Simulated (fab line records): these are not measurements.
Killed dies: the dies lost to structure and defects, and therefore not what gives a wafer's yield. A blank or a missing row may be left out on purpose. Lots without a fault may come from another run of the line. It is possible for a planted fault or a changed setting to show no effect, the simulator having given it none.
Which tool was responsible? | flow ritCmos | 12 lots, 36 wafers sampled, at 5 steps of a route of 202

WHAT EACH GAUGE READ, for each wafer
RIT_PSD_TW_MEAS_10.
lot  | measured    | on           | PSD_TW
L758 | day 3 11:57 | filmMetro-01 | 3430 3443 3431
L759 | day 3 16:26 | filmMetro-02 | 3463 3438 3432
L760 | day 3 21:41 | filmMetro-01 | 3419 3421 3421
L761 | day 4 03:47 | filmMetro-01 | 3482 3448 3447
L762 | day 4 10:29 | filmMetro-01 | 3477 3455 3458
L763 | day 4 12:53 | filmMetro-02 | 3477 3470 3467
L771 | day 5 23:32 | filmMetro-02 | 3433 3437 3447
L773 | day 6 12:02 | filmMetro-01 | 3456 3428 3433
L777 | day 7 02:40 | filmMetro-01 | 3440 3461 3442
L779 | day 7 16:37 | filmMetro-02 | 3426 3422 3438
L780 | day 7 23:20 | filmMetro-02 | 3450 3438 3439
L781 | day 8 06:27 | filmMetro-01 | 3474 3491 3471

RIT_CONTACT_THK_MEAS_01.
lot  | measured    | on           | CONTACT_TEOS_THK (nm)
L758 | day 3 13:50 | filmMetro-02 | 402 409 410
L759 | day 3 18:11 | filmMetro-04 | 392 397 401
L760 | day 3 23:16 | filmMetro-02 | 398 401 399
L761 | day 4 05:22 | filmMetro-04 | 399 390 403
L762 | day 4 12:02 | filmMetro-02 | 397 396 402
L763 | day 4 14:25 | filmMetro-02 | 403 400 399
L771 | day 6 01:04 | filmMetro-04 | 525 407 535
L773 | day 6 13:36 | filmMetro-04 | 399 523 403
L777 | day 7 04:14 | filmMetro-02 | 394 392 398
L779 | day 7 18:09 | filmMetro-02 | 398 397 401
L780 | day 8 00:52 | filmMetro-02 | 402 407 404
L781 | day 8 07:59 | filmMetro-02 | 397 403 401

RIT_M1_OVL_MEAS_10.
lot  | measured    | on         | M1_OVL (nm)
L758 | day 3 17:41 | overlay-02 | 0.3 0.7 -0.3
L759 | day 3 21:51 | overlay-01 | 1.6 2.2 0.7
L760 | day 4 02:54 | overlay-02 | -0.1 0.3 -0.5
L761 | day 4 09:37 | overlay-02 | 1.4 0.2 1.7
L762 | day 4 15:58 | overlay-01 | -1.5 -0.9 0.4
L763 | day 4 18:33 | overlay-01 | 1.9 1.7 1.5
L771 | day 6 04:57 | overlay-01 | -0.3
L773 | day 6 17:19 | overlay-01 | -1.0 -0.9
L777 | day 7 07:54 | overlay-01 | 1.2 -0.3 -0.4
L779 | day 7 22:32 | overlay-02 | 0.1 0.1 0.7
L780 | day 8 04:37 | overlay-01 | 1.8 1.6 -0.9
L781 | day 8 11:50 | overlay-01 | -0.6 1.0 0.0

WHICH TOOL RAN EACH LOT (tool, then ch and the chambers of the sampled wafers, then the start)
lot  | RIT_ACTIVE_STRIP_14                | RIT_CONTACT_CVD_00
L758 | plasmaAsher-01 ch 0, day 1 15:56   | pecvd-02 ch 0,1,2, day 3 13:47
L759 | plasmaAsher-02 ch 0,1, day 1 20:02 | pecvd-03 ch 0,1,2, day 3 18:08
L760 | plasmaAsher-01 ch 0,1, day 2 01:23 | pecvd-04 ch 0,1,2, day 3 23:13
L761 | plasmaAsher-03 ch 0, day 2 07:45   | pecvd-02 ch 0,1, day 4 05:19
L762 | plasmaAsher-03 ch 0, day 2 11:11   | pecvd-03 ch 0,1,2, day 4 11:59
L763 | plasmaAsher-02 ch 0,1, day 2 20:31 | pecvd-04 ch 0,1,2, day 4 14:22
L771 | plasmaAsher-03 ch 0,1, day 4 09:34 | pecvd-04 ch 0,1, day 6 00:59
L773 | plasmaAsher-01 ch 0,1, day 4 19:22 | pecvd-04 ch 0,1,2, day 6 13:33
L777 | plasmaAsher-01 ch 0,1, day 5 13:50 | pecvd-03 ch 0, day 7 04:10
L779 | plasmaAsher-01 ch 0,1, day 6 00:35 | pecvd-03 ch 0,1, day 7 18:06
L780 | plasmaAsher-02 ch 0,1, day 6 07:28 | pecvd-02 ch 0,1,2, day 8 00:47
L781 | plasmaAsher-02 ch 0,1, day 6 11:58 | pecvd-03 ch 1,2, day 8 07:56
- RIT_ACTIVE_STRIP_14: strips in O2, time 180 s.
- RIT_CONTACT_CVD_00: deposits SiO2 from TEOS, target thk 400 nm, time 61 s.

AS READ BY THE TOOLS THEMSELVES (means over the sampled wafers that have a number; for cases with no such wafer, the mark the record gives instead)
RIT_ACTIVE_STRIP_14.
lot  | tool           | drypumpMotorCurrentA (A) | rfReflPowerW (W)
L758 | plasmaAsher-01 | 6.2                      | 8.1
L759 | plasmaAsher-02 | 6.1                      | 5.8
L760 | plasmaAsher-01 | 6.0                      | 7.3
L761 | plasmaAsher-03 | 5.8                      | 5.8
L762 | plasmaAsher-03 | 5.8                      | 5.7
L763 | plasmaAsher-02 | 6.1                      | 5.9
L771 | plasmaAsher-03 | 5.5                      | 6.7
L773 | plasmaAsher-01 | 5.8                      | 6.7
L777 | plasmaAsher-01 | 6.0                      | 7.3
L779 | plasmaAsher-01 | 6.0                      | 7.2
L780 | plasmaAsher-02 | 5.9                      | 5.5
L781 | plasmaAsher-02 | 6.1                      | 5.9

RIT_CONTACT_CVD_00.
lot  | tool     | heaterPowerW (W) | rfFwdPowerW (W) | susceptorTempC (C)
L758 | pecvd-02 | 282              | 396.0           | 390.02
L759 | pecvd-03 | 347              | 397.4           | 389.99
L760 | pecvd-04 | 249              | 397.0           | 390.02
L761 | pecvd-02 | 335              | 397.9           | 389.89
L762 | pecvd-03 | 345              | 396.7           | 390.03
L763 | pecvd-04 | 220              | 397.0           | 389.95
L771 | pecvd-04 | 205              | 398.4           | 390.05
L773 | pecvd-04 | 252              | 396.7           | 389.93
L777 | pecvd-03 | 278              | 398.8           | 390.03
L779 | pecvd-03 | 299              | 397.1           | 389.98
L780 | pecvd-02 | 288              | 397.7           | 389.81
L781 | pecvd-03 | 396              | 397.5           | 389.87

THE ANSWER, worked out from the rows above alone
Rule: what is usual is taken from the lots themselves. The widest of any qualifying gaps counts: lots, ordered by their means at a reading, are off when they make up no more than a third of the lots, leave a main group of 4 or more, and stand apart from it by 3 or more times the standard deviation of that group's means. A main group whose means are all the same, to the digits that the tables above print for the reading, isn't used. A lot without any number at a reading at which 4 lots or more have one is off too. Where the step has rows for the other lots, those lots are counted as sound. Order of review: gauges by route order, followed by the tools' own readings, for which a lot's mean as printed above is used. The first step at which some lot is off is used, and at that step the reading that is off furthest; a lot without a number counts as furthest.
Off: at RIT_CONTACT_THK_MEAS_01 (CONTACT_TEOS_THK), L771, L773. For the main group the mean is 400 nm and the standard deviation 3.5.
If a tool, at a process step before that reading, ran all the lots that are off and no sound lot after the first of them, it fits. The gauges at RIT_CONTACT_THK_MEAS_01 are tried like those tools. Can't be told from this: 2 tools fit, pecvd-04 at RIT_CONTACT_CVD_00, filmMetro-04 at RIT_CONTACT_THK_MEAS_01.

WHAT HAD BEEN PUT IN BY THE SIMULATOR
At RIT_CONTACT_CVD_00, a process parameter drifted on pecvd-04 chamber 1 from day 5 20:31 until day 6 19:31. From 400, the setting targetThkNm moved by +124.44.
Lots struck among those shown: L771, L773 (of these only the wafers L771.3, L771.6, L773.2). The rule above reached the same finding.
